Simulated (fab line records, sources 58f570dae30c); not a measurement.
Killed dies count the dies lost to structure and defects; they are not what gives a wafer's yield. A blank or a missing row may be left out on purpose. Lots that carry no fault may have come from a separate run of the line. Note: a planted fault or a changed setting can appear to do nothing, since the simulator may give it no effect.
What tool caused it? | flow berkeley cmos170 | 14 lots with 42 wafers sampled at 2 steps, on a route of 331 steps

== WHAT EACH GAUGE READ, for each wafer ==
UCB170_NLDD_OVL_MEAS_07. Usual: NLDD_OVL gives 0 nm (standard deviation 6.2).
lot  | measured     | on         | NLDD_OVL (nm) | flag
L451 | day 6 11:40  | overlay-01 | 1 -1 -4       |
L452 | day 6 10:59  | overlay-01 | 13 10 9       |
L454 | day 6 21:37  | overlay-02 | -5 3 -6       |
L455 | day 7 15:44  | overlay-01 | 0 -3 -7       |
L456 | day 8 05:11  | overlay-01 | -8 -4 -9      |
L459 | day 8 05:25  | overlay-01 | 9 8 3         |
L461 | day 8 04:54  | overlay-01 | 11 2 1        |
L463 | day 9 03:25  | overlay-01 | -9 -3 -9      |
L466 | day 10 01:11 | overlay-02 | -5 -8 0       |
L465 | day 10 00:47 | overlay-01 | -1 -1 -3      |
L470 | day 10 18:47 | overlay-02 | 4 9 1         |
L471 | day 10 19:31 | overlay-02 | -10 -9 -5     |
L472 | day 11 03:14 | overlay-02 | 9 9 7         |
L473 | day 11 02:37 | overlay-02 | -3 7 -4       |

== WHICH TOOL RAN EACH LOT (tool, then ch and the chambers of the sampled wafers, then the start) ==
lot  | UCB170_NWELL_ETCH_13
L451 | rie diel-01 ch 1,2,3, day 2 08:33
L452 | rie diel-03 ch 1,2,3, day 2 12:58
L454 | rie diel-02 ch 0,3, day 3 00:19
L455 | rie diel-02 ch 0,2, day 3 07:39
L456 | rie diel-01 ch 0,2,3, day 3 15:11
L459 | rie diel-03 ch 0,1,3, day 4 09:12
L461 | rie diel-02 ch 1,2, day 4 11:45
L463 | rie diel-02 ch 0,2, day 5 01:40
L466 | rie diel-02 ch 1,2,3, day 5 14:04
L465 | rie diel-03 ch 0,1,2, day 5 14:20
L470 | rie diel-03 ch 0,3, day 6 11:54
L471 | rie diel-01 ch 0,2, day 6 13:31
L472 | rie diel-03 ch 0,1,2, day 6 22:17
L473 | rie diel-03 ch 1,3, day 7 05:26
- UCB170_NWELL_ETCH_13: etches Si3N4 in CH3F/Ar/O2, stops on SiO2, target depth 246.4 nm, time 154 s.

== WHAT THE TOOLS THEMSELVES READ (means of the sampled wafers that have a number; where no wafer has one, the mark that the record gives instead) ==
UCB170_NWELL_ETCH_13. Usual: drypump motor current A 5.7 A, standard deviation 0.44; oes product au 0.946 a.u., standard deviation 0.014; throttle valve pct 8.00 %, standard deviation 0.16.
lot  | tool        | drypump motor current A (A) | oes product au (a.u.) | throttle valve pct (%) | flag
L451 | rie diel-01 | 5.6                         | 0.952                 | 7.93                   |
L452 | rie diel-03 | 5.7                         | 0.939                 | 7.91                   |
L454 | rie diel-02 | 6.2                         | 0.933                 | 8.09                   |
L455 | rie diel-02 | 5.7                         | 0.961                 | 7.95                   |
L456 | rie diel-01 | 5.4                         | 0.952                 | 8.04                   |
L459 | rie diel-03 | 6.0                         | 0.949                 | 7.94                   |
L461 | rie diel-02 | 5.4                         | 0.963                 | 7.97                   |
L463 | rie diel-02 | 5.7                         | 0.940                 | 7.95                   |
L466 | rie diel-02 | 5.5                         | 0.932                 | 8.11                   |
L465 | rie diel-03 | 5.5                         | 0.946                 | 8.01                   |
L470 | rie diel-03 | 6.0                         | 0.938                 | 8.00                   |
L471 | rie diel-01 | 5.6                         | 0.938                 | 8.09                   |
L472 | rie diel-03 | 5.5                         | 0.949                 | 8.01                   |
L473 | rie diel-03 | 6.2                         | 0.939                 | 7.83                   |

== THE ANSWER, worked out from the rows above alone ==
Rule: take the mean of a lot's wafers that have a number; if it is more than 3 standard deviations from the usual mean, the lot is off. A lot without any number at a reading at which 4 lots or more have one is off too. The other lots that the step has rows for count as sound. First the gauges in route order, then the tools' own readings, where a lot's mean is used as printed above. The first step at which some lot is off is used, and at that step the reading that is off furthest; a lot without a number counts as furthest.
No lot is off at any reading shown: from this, nothing can be told.

== WHAT THE SIMULATOR PUT IN ==
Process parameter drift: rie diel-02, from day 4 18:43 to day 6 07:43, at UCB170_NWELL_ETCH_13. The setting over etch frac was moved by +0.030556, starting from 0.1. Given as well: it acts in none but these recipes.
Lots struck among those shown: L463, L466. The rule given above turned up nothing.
